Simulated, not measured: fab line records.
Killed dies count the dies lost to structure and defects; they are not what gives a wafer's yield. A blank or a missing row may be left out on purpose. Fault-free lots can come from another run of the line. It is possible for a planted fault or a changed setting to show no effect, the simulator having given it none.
Split-lot experiment    flow berkeley-cmos170    23 wafers read across 5 lots, on a route 331 steps long

ABOUT THE SPLIT
At UCB170_M2_SPUTTER_01 (material Al, target thk 900 nm, time 120 s), the setting time-s was moved away from the recipe's 120 s on 9 of the 23 wafers read, by -10.8% to +11.7%. This setting was run at the recipe's value on the other wafers.

FROM THE SPLIT ON TO THE READING: in between, the file shows 1 step
- UCB170_M2_RS_MEAS_02: measures by four-point-probe

THE READING
M2_AL_THK, in nm, at UCB170_M2_THK_MEAS_03 (measures by xrf). On this fab line, fault-free wafers typically give 889 nm with a standard deviation of 15 nm.

wafer   tool, chamber at the split  time-s as run, s  against the recipe  M2_AL_THK, nm  against lot-mates on the recipe
L076.1  pvd-sputter-04, -           120               recipe              881            -
L076.2  pvd-sputter-04, -           120               recipe              876            -
L076.3  pvd-sputter-04, -           107.1             -10.8%              787            -92
L076.5  pvd-sputter-04, -           107.1             -10.8%              777            -102
L076.6  pvd-sputter-04, -           107.1             -10.8%              779            -100
L078.1  pvd-sputter-01, -           120               recipe              893            -
L078.3  pvd-sputter-01, -           120               recipe              886            -
L078.4  pvd-sputter-01, -           120               recipe              900            -
L078.5  pvd-sputter-01, -           120               recipe              889            -
L078.6  pvd-sputter-01, -           120               recipe              894            -
L080.2  pvd-sputter-02, -           114.1             -4.9%               859            -56
L080.3  pvd-sputter-02, -           114.1             -4.9%               873            -42
L080.4  pvd-sputter-02, -           120               recipe              906            -
L080.5  pvd-sputter-02, -           120               recipe              924            -
L080.6  pvd-sputter-02, -           114.1             -4.9%               858            -57
L081.4  pvd-sputter-01, -           120               recipe              861            -
L081.5  pvd-sputter-01, -           120               recipe              857            -
L081.6  pvd-sputter-01, -           120               recipe              868            -
L085.2  pvd-sputter-01, -           134.1             +11.7%              1006           +100
L085.3  pvd-sputter-01, -           120               recipe              914            -
L085.4  pvd-sputter-01, -           134.1             +11.7%              1007           +101
L085.5  pvd-sputter-01, -           120               recipe              898            -
L085.6  pvd-sputter-01, -           134.1             +11.7%              1004           +98

THE FIT
A straight line over all 23 wafers: M2_AL_THK changes by +9.61 nm for each +1% of time-s; r = +0.96; the points scatter about the line by 17 nm.
The same after taking each lot's own level away (the mean of its wafers on the recipe; 23 wafers): +8.88 nm for each +1%; r = +0.99; scatter 6.4 nm.
According to that fit, moving time-s by its largest amount changes the reading by 1e+02 nm.
Across the lots, their own levels run from 862.0 to 915.0 nm, a range of 3.5 times the standard deviation given above.
So the lot-to-lot level changes the slope little: the two slopes agree.
Check: +103 nm against its lot-mates is what the line predicts for one of the wafers moved furthest among these (+11.7%) when that wafer is left out of the fit. It came out at +100 nm against them.

OTHER SPLITS APPLIED TO THESE WAFERS
Note: prior to the reading, these wafers also went through further splits. Each is held against what the fit with the lots' levels taken away leaves over:
other split on the same wafers      wafers away from the commonest value  r with M2_AL_THK (lot level and that fit taken away)
UCB170_NSD_IMPLANT_08 dose-cm2      11                                    -0.15
UCB170_SDANNEAL_RTA_00 time-s       5                                     -0.01
UCB170_SILICIDE_SPUTTER_01 power-w  8                                     +0.16
UCB170_M1_SPUTTER_00 time-s         9                                     +0.25
UCB170_M1_METAL_ETCH_12 time-s      5                                     +0.02

THE WHOLE CHAIN: every reading that the file lists as answering this split, in the file's order
step                   what it does                                reading                                                                      change (the file's fit)                r (the file's)
UCB170_M2_SPUTTER_01   material Al, target thk 900 nm, time 120 s  Al_of_M2_SPUTTER_01.thk-nm (the simulator's own value, which no gauge read)  +9.04 nm for each +1% of the setting   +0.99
UCB170_M2_RS_MEAS_02   measures by four-point-probe                M2_AL_RS                                                                     -0.000324 for each +1% of the setting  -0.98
UCB170_M2_THK_MEAS_03  measures by xrf                             M2_AL_THK                                                                    +8.9 for each +1% of the setting       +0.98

THE FILE'S OWN FIT
M2_AL_THK changes by +8.9 nm for each +1% of time-s, r = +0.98.
